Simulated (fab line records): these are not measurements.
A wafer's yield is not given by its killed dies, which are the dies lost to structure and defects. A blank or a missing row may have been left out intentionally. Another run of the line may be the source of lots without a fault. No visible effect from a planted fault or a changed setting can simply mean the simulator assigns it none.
2 desks looking at one fault || flow berkeley-cmos170 || each desk holds nothing but its own numbers, with what lay behind them at the end

## TOOL OWNER'S DESK, rie-diel-04
The tool's own readings at UCB170_V2_ETCH_14 (etches SiO2 in CHF3/CF4/Ar, stops on Al, target depth 1250 nm, time 291 s): means of the sampled wafers that have a number, for each lot that ran on this tool. A lot is out of limits, marked OUT, if its mean lies more than 4 standard deviations from the usual mean; the brackets give that distance.
Columns: A = drypump-motor-current-A at UCB170_V2_ETCH_14, usual 5.5 A; B = oes-product-au at UCB170_V2_ETCH_14, usual 0.869 a.u.; C = throttle-valve-pct at UCB170_V2_ETCH_14, usual 6.95 %
{"lot": "L171", "first seen here": "day 7 17:20", "A": 5.5, "B": 0.873, "C": 6.89}
{"lot": "L176", "first seen here": "day 8 16:50", "A": 5.4, "B": 0.875, "C": 6.90}
{"lot": "L179", "first seen here": "day 10 02:26", "A": 5.6, "B": 0.860, "C": 6.97}
{"lot": "L186", "first seen here": "day 11 01:26", "A": 5.8, "B": 0.835, "C": 6.89}
{"lot": "L183", "first seen here": "day 11 05:27", "A": 5.8, "B": 0.829, "C": 6.90}
This desk's verdict: no lot among the 5 shows anything out of limits.

## FROM THE METROLOGY DESK
Means of the sampled wafers that have a number, per lot and without regard to the tool the lot ran on: this is what the gauges read. A lot is out of limits, marked OUT, if its mean lies more than 4 standard deviations from the usual mean; the brackets give that distance.
Columns: A = cd-nm at UCB170_M2_CD_MEAS_15, usual 699.9 nm
{"lot": "L172", "first seen here": "day 7 10:19", "A": 701.2}
{"lot": "L171", "first seen here": "day 7 13:41", "A": 701.3}
{"lot": "L173", "first seen here": "day 8 00:17", "A": 700.3}
{"lot": "L176", "first seen here": "day 8 09:50", "A": 701.5}
{"lot": "L174", "first seen here": "day 8 11:16", "A": 695.4}
{"lot": "L180", "first seen here": "day 9 22:17", "A": 699.5}
{"lot": "L179", "first seen here": "day 9 22:41", "A": 700.3}
{"lot": "L181", "first seen here": "day 10 03:25", "A": 699.0}
{"lot": "L185", "first seen here": "day 10 21:17", "A": 703.3}
{"lot": "L187", "first seen here": "day 10 21:34", "A": 697.2}
{"lot": "L186", "first seen here": "day 10 22:12", "A": 698.0}
{"lot": "L183", "first seen here": "day 11 01:05", "A": 700.5}
{"lot": "L192", "first seen here": "day 12 13:22", "A": 699.2}
{"lot": "L194", "first seen here": "day 13 00:08", "A": 700.7}
This desk's verdict: no lot among the 14 shows anything out of limits.

## BROUGHT TOGETHER
Nothing out of limits was seen by the tool owner's desk.
Nothing out of limits was seen by the metrology desk.

## WHAT THE SIMULATOR PUT IN
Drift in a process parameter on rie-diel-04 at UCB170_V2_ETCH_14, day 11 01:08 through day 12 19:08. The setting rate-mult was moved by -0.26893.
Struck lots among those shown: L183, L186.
